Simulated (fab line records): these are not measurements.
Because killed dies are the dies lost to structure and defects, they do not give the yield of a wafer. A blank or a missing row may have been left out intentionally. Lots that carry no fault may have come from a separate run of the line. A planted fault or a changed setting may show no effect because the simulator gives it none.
Which tool did it? -- flow berkeley_cmos170 -- 42 wafers from 14 lots sampled at 2 of the route's 331 steps

## WHAT THE GAUGES SHOWED, per wafer
No reading from a measuring or inspecting step in the record can be judged against a usual standard deviation.

## TOOL THAT RAN EACH LOT (tool first, then ch and the chambers of the sampled wafers, then the start)
lot,UCB170_NWELL_ETCH_13,UCB170_NWELL_STRIP_15
L531,"rie_diel-03 ch 0,1,2, day 2 10:23","plasma_asher-04 ch 0,1, day 2 10:38"
L532,"rie_diel-04 ch 0,2,3, day 2 16:26","plasma_asher-01 ch 0,1, day 2 16:41"
L533,"rie_diel-04 ch 0,3, day 3 01:23","plasma_asher-02 ch 0,1, day 3 01:38"
L534,"rie_diel-03 ch 0,1,3, day 3 01:37","plasma_asher-04 ch 0,1, day 3 01:53"
L535,"rie_diel-04 ch 1,2,3, day 3 09:13","plasma_asher-02 ch 0,1, day 3 09:28"
L536,"rie_diel-01 ch 1,2,3, day 3 09:29","plasma_asher-01 ch 0,1, day 3 09:44"
L537,"rie_diel-03 ch 0,1,2, day 3 14:23","plasma_asher-01 ch 0,1, day 3 14:38"
L539,"rie_diel-03 ch 0,3, day 3 21:37","plasma_asher-02 ch 1, day 3 21:52"
L541,"rie_diel-03 ch 0,3, day 4 06:28","plasma_asher-01 ch 0,1, day 4 06:45"
L547,"rie_diel-01 ch 0,1,3, day 5 18:41","plasma_asher-04 ch 0, day 5 18:56"
L548,"rie_diel-01 ch 0,1,2, day 5 20:05","plasma_asher-04 ch 1, day 5 20:20"
L550,"rie_diel-04 ch 0,1,2, day 6 08:48","plasma_asher-02 ch 0,1, day 6 09:04"
L553,"rie_diel-03 ch 1,2,3, day 6 23:38","plasma_asher-04 ch 0,1, day 6 23:53"
L554,"rie_diel-01 ch 0,2, day 7 04:26","plasma_asher-01 ch 0,1, day 7 04:44"
- UCB170_NWELL_ETCH_13: etches Si3N4 in CH3F/Ar/O2, stops on SiO2, target depth 246.4 nm, time 154 s.
- UCB170_NWELL_STRIP_15: strips in O2.

## AS READ BY THE TOOLS THEMSELVES (means over the sampled wafers that have a number; for cases with no such wafer, the mark the record gives instead)
UCB170_NWELL_ETCH_13. Usual: CH3F_flow_sccm 20.00 sccm, standard deviation 0.057; O2_flow_sccm 7.004 sccm, standard deviation 0.021; drypump_motor_current_A 5.49 A, standard deviation 0.28; oes_product_au 0.942 a.u., standard deviation 0.016; throttle_valve_pct 7.97 %, standard deviation 0.12.
lot,tool,CH3F_flow_sccm (sccm),O2_flow_sccm (sccm),drypump_motor_current_A (A),oes_product_au (a.u.),throttle_valve_pct (%),flag
L531,rie_diel-03,19.97,7.012,5.44,0.931,7.88,
L532,rie_diel-04,20.01,7.011,5.31,0.952,7.99,
L533,rie_diel-04,20.01,7.009,5.60,0.957,8.00,
L534,rie_diel-03,19.94,7.001,5.53,0.929,7.92,
L535,rie_diel-04,20.02,7.025,5.31,0.942,8.06,
L536,rie_diel-01,19.93,7.007,5.66,0.951,7.93,
L537,rie_diel-03,20.00,6.992,5.41,0.923,7.88,
L539,rie_diel-03,19.93,7.010,5.50,0.936,7.97,
L541,rie_diel-03,19.93,7.001,5.48,0.925,7.98,
L547,rie_diel-01,-,-,-,-,-,OFF
L548,rie_diel-01,-,-,-,-,-,OFF
L550,rie_diel-04,19.94,7.012,5.57,0.939,8.10,
L553,rie_diel-03,20.00,6.992,5.44,0.935,7.87,
L554,rie_diel-01,20.08,7.019,5.77,0.968,8.06,

UCB170_NWELL_STRIP_15. Usual: drypump_motor_current_A 5.6 A, standard deviation 0.45; oes_product_au 0.721 a.u., standard deviation 0.0044; strip_time_to_endpoint_s 18.02 s, standard deviation 0.1.
lot,tool,drypump_motor_current_A (A),oes_product_au (a.u.),strip_time_to_endpoint_s (s),flag
L531,plasma_asher-04,6.0,0.718,18.22,
L532,plasma_asher-01,5.3,0.723,18.02,
L533,plasma_asher-02,5.8,0.723,18.08,
L534,plasma_asher-04,6.0,0.718,18.23,
L535,plasma_asher-02,5.8,0.722,17.98,
L536,plasma_asher-01,5.3,0.723,18.01,
L537,plasma_asher-01,5.3,0.720,17.90,
L539,plasma_asher-02,6.1,0.719,18.01,
L541,plasma_asher-01,5.3,0.724,18.09,
L547,plasma_asher-04,5.3,0.732,21.55,OFF
L548,plasma_asher-04,6.4,0.734,21.64,OFF
L550,plasma_asher-02,5.8,0.720,18.00,
L553,plasma_asher-04,5.7,0.720,18.13,
L554,plasma_asher-01,5.4,0.721,17.87,

## THE ANSWER, worked out from the rows above alone
Rule: take the mean of a lot's wafers that have a number; if it is more than 3 standard deviations from the usual mean, the lot is off. A lot without any number at a reading at which 4 lots or more have one is off too. The other lots that the step has rows for count as sound. First the gauges in route order, then the tools' own readings, where a lot's mean is used as printed above. The first step at which some lot is off is used, and at that step the reading that is off furthest; a lot without a number counts as furthest.
Off: L547, L548, at UCB170_NWELL_ETCH_13 (CH3F_flow_sccm). Without a number there: L547, L548.
A tool fits if, at that step or a process step before it, it ran every lot that is off, and no sound lot after the first of them. No candidate that was tried fits.

## WHAT THE SIMULATOR HAD PUT IN
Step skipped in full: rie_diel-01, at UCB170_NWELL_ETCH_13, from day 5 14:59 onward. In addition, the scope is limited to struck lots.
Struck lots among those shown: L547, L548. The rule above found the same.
